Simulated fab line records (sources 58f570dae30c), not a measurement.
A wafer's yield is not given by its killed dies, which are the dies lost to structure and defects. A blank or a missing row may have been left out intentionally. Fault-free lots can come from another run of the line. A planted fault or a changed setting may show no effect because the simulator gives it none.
What tool caused it? + flow berkeley cmos170 + 42 wafers from 14 lots sampled at 4 of the route's 331 steps

WHAT EACH GAUGE READ, for each wafer
No reading from a measuring or inspecting step in the record can be judged against a usual standard deviation.

EACH LOT AND THE TOOL THAT RAN IT (in order: tool; ch and the chambers of the sampled wafers; start)
| lot  | UCB170_WELLDRIVE_CLEAN_00      | UCB170_GATE_STRIP_16                 | UCB170_SDANNEAL_RTA_00           | UCB170_M1_SPUTTER_00         |
|------|--------------------------------|--------------------------------------|----------------------------------|------------------------------|
| L629 | wet bench-02 ch 1, day 3 20:34 | plasma asher-03 ch 0,1, day 7 10:29  | rtp anneal-01 ch 0, day 8 02:47  | pvd sputter-04, day 8 10:07  |
| L632 | wet bench-02 ch 2, day 4 04:25 | plasma asher-01 ch 0,1, day 7 09:50  | rtp anneal-01 ch 0, day 8 01:50  | pvd sputter-02, day 8 10:29  |
| L633 | wet bench-03 ch 2, day 4 17:37 | plasma asher-03 ch 0,1, day 8 03:13  | rtp anneal-01 ch 0, day 8 21:22  | pvd sputter-04, day 9 04:25  |
| L635 | wet bench-03 ch 3, day 5 06:52 | plasma asher-01 ch 0,1, day 9 00:08  | rtp anneal-02 ch 0, day 9 17:49  | pvd sputter-01, day 10 00:50 |
| L636 | wet bench-03 ch 3, day 5 06:52 | plasma asher-03 ch 0,1, day 9 00:42  | rtp anneal-02 ch 0, day 9 18:17  | pvd sputter-02, day 10 02:01 |
| L639 | wet bench-03 ch 3, day 5 23:10 | plasma asher-01 ch 0,1, day 9 06:46  | rtp anneal-02 ch 0, day 9 18:31  | pvd sputter-04, day 10 02:17 |
| L642 | wet bench-02 ch 1, day 6 07:01 | plasma asher-03 ch 0, day 10 15:46   | rtp anneal-01 ch 0, day 11 05:19 | pvd sputter-02, day 11 12:50 |
| L638 | wet bench-01 ch 2, day 6 07:17 | plasma asher-04 ch 0,1, day 10 15:41 | rtp anneal-02 ch 0, day 11 04:43 | pvd sputter-01, day 11 10:19 |
| L646 | wet bench-01 ch 1, day 7 01:39 | plasma asher-01 ch 0,1, day 10 21:23 | rtp anneal-02 ch 0, day 11 13:07 | pvd sputter-01, day 11 20:39 |
| L647 | wet bench-02 ch 3, day 7 11:08 | plasma asher-04 ch 0,1, day 11 07:34 | rtp anneal-02 ch 0, day 11 22:01 | pvd sputter-04, day 12 05:03 |
| L649 | wet bench-01 ch 2, day 7 20:44 | plasma asher-01 ch 0, day 11 23:56   | rtp anneal-01 ch 0, day 12 17:10 | pvd sputter-04, day 13 01:19 |
| L650 | wet bench-01 ch 2, day 7 20:56 | plasma asher-03 ch 0,1, day 12 00:12 | rtp anneal-02 ch 0, day 12 16:53 | pvd sputter-01, day 13 00:52 |
| L651 | wet bench-03 ch 3, day 8 00:43 | plasma asher-04 ch 0,1, day 11 23:12 | rtp anneal-01 ch 0, day 12 16:27 | pvd sputter-02, day 13 01:04 |
| L652 | wet bench-01 ch 2, day 8 10:14 | plasma asher-03 ch 0,1, day 12 08:14 | rtp anneal-02 ch 0, day 13 01:55 | pvd sputter-01, day 13 08:28 |
- UCB170_WELLDRIVE_CLEAN_00: cleans in SPM, time 600 s.
- UCB170_GATE_STRIP_16: strips in O2.
- UCB170_SDANNEAL_RTA_00: time 10 s.
- UCB170_M1_SPUTTER_00: material Al, target thk 600 nm, time 80 s.

WHAT THE TOOLS THEMSELVES READ (means of the sampled wafers that have a number; where no wafer has one, the mark that the record gives instead)
UCB170_WELLDRIVE_CLEAN_00. Usual: bath guard temp C 119.9 C, standard deviation 0.6; bath heat duty pct 13.7 %, standard deviation 1.8.
| lot  | tool         | bath guard temp C (C) | bath heat duty pct (%) | flag |
|------|--------------|-----------------------|------------------------|------|
| L629 | wet bench-02 | 119.6                 | 12.8                   |      |
| L632 | wet bench-02 | 120.1                 | 15.6                   |      |
| L633 | wet bench-03 | 118.9                 | 13.4                   |      |
| L635 | wet bench-03 | 119.3                 | 16.0                   |      |
| L636 | wet bench-03 | 119.7                 | 16.1                   |      |
| L639 | wet bench-03 | 119.5                 | 17.1                   |      |
| L642 | wet bench-02 | -                     | -                      | OFF  |
| L638 | wet bench-01 | -                     | -                      | OFF  |
| L646 | wet bench-01 | 120.1                 | 11.7                   |      |
| L647 | wet bench-02 | 119.8                 | 14.2                   |      |
| L649 | wet bench-01 | 120.8                 | 13.1                   |      |
| L650 | wet bench-01 | 120.6                 | 13.9                   |      |
| L651 | wet bench-03 | 119.4                 | 16.6                   |      |
| L652 | wet bench-01 | 120.8                 | 13.2                   |      |

UCB170_GATE_STRIP_16. Usual: drypump motor current A 5.54 A, standard deviation 0.12; oes product au 0.724 a.u., standard deviation 0.0046.
| lot  | tool            | drypump motor current A (A) | oes product au (a.u.) | flag |
|------|-----------------|-----------------------------|-----------------------|------|
| L629 | plasma asher-03 | 5.48                        | 0.725                 |      |
| L632 | plasma asher-01 | 5.67                        | 0.722                 |      |
| L633 | plasma asher-03 | 5.55                        | 0.726                 |      |
| L635 | plasma asher-01 | 5.65                        | 0.722                 |      |
| L636 | plasma asher-03 | 5.55                        | 0.724                 |      |
| L639 | plasma asher-01 | 5.67                        | 0.727                 |      |
| L642 | plasma asher-03 | 5.44                        | 0.723                 |      |
| L638 | plasma asher-04 | 5.45                        | 0.722                 |      |
| L646 | plasma asher-01 | 5.57                        | 0.729                 |      |
| L647 | plasma asher-04 | 5.55                        | 0.726                 |      |
| L649 | plasma asher-01 | 5.48                        | 0.728                 |      |
| L650 | plasma asher-03 | 5.53                        | 0.724                 |      |
| L651 | plasma asher-04 | 5.46                        | 0.727                 |      |
| L652 | plasma asher-03 | 5.46                        | 0.724                 |      |

UCB170_SDANNEAL_RTA_00. Usual: lamp power pct 23.2 %, standard deviation 0.79; wafer_temp_C_max 903.7, standard deviation 1.1.
| lot  | tool          | lamp power pct (%) | wafer_temp_C_max | flag |
|------|---------------|--------------------|------------------|------|
| L629 | rtp anneal-01 | 24.0               | 902.3            |      |
| L632 | rtp anneal-01 | 24.0               | 903.5            |      |
| L633 | rtp anneal-01 | 24.0               | 902.7            |      |
| L635 | rtp anneal-02 | 22.4               | 904.6            |      |
| L636 | rtp anneal-02 | 22.4               | 904.4            |      |
| L639 | rtp anneal-02 | 22.4               | 904.9            |      |
| L642 | rtp anneal-01 | 24.0               | 902.9            |      |
| L638 | rtp anneal-02 | 22.4               | 903.4            |      |
| L646 | rtp anneal-02 | 22.4               | 904.5            |      |
| L647 | rtp anneal-02 | 22.4               | 904.8            |      |
| L649 | rtp anneal-01 | 24.0               | 903.9            |      |
| L650 | rtp anneal-02 | 22.4               | 904.1            |      |
| L651 | rtp anneal-01 | 24.0               | 903.1            |      |
| L652 | rtp anneal-02 | 22.4               | 903.5            |      |

UCB170_M1_SPUTTER_00. Usual: throttle valve pct 30.0 %, standard deviation 0.98.
| lot  | tool           | throttle valve pct (%) | flag |
|------|----------------|------------------------|------|
| L629 | pvd sputter-04 | 30.3                   |      |
| L632 | pvd sputter-02 | 28.9                   |      |
| L633 | pvd sputter-04 | 29.6                   |      |
| L635 | pvd sputter-01 | 30.0                   |      |
| L636 | pvd sputter-02 | 30.0                   |      |
| L639 | pvd sputter-04 | 31.5                   |      |
| L642 | pvd sputter-02 | 29.5                   |      |
| L638 | pvd sputter-01 | 30.2                   |      |
| L646 | pvd sputter-01 | 29.9                   |      |
| L647 | pvd sputter-04 | 29.6                   |      |
| L649 | pvd sputter-04 | 29.9                   |      |
| L650 | pvd sputter-01 | 30.2                   |      |
| L651 | pvd sputter-02 | 29.3                   |      |
| L652 | pvd sputter-01 | 30.6                   |      |

THE ANSWER, worked out from the rows above alone
Rule: take the mean of a lot's wafers that have a number; if it is more than 3 standard deviations from the usual mean, the lot is off. A lot without any number at a reading at which 4 lots or more have one is off too. The other lots that the step has rows for count as sound. First the gauges in route order, then the tools' own readings, where a lot's mean is used as printed above. The first step at which some lot is off is used, and at that step the reading that is off furthest; a lot without a number counts as furthest.
Off at UCB170_WELLDRIVE_CLEAN_00 (bath guard temp C): L642, L638. Without a number there: L642, L638.
If a tool, at that step or one of the process steps before it, ran each lot that is off and ran no sound lot following the first of them, it fits. None of those tried fits.

WHAT THE SIMULATOR HAD INSERTED
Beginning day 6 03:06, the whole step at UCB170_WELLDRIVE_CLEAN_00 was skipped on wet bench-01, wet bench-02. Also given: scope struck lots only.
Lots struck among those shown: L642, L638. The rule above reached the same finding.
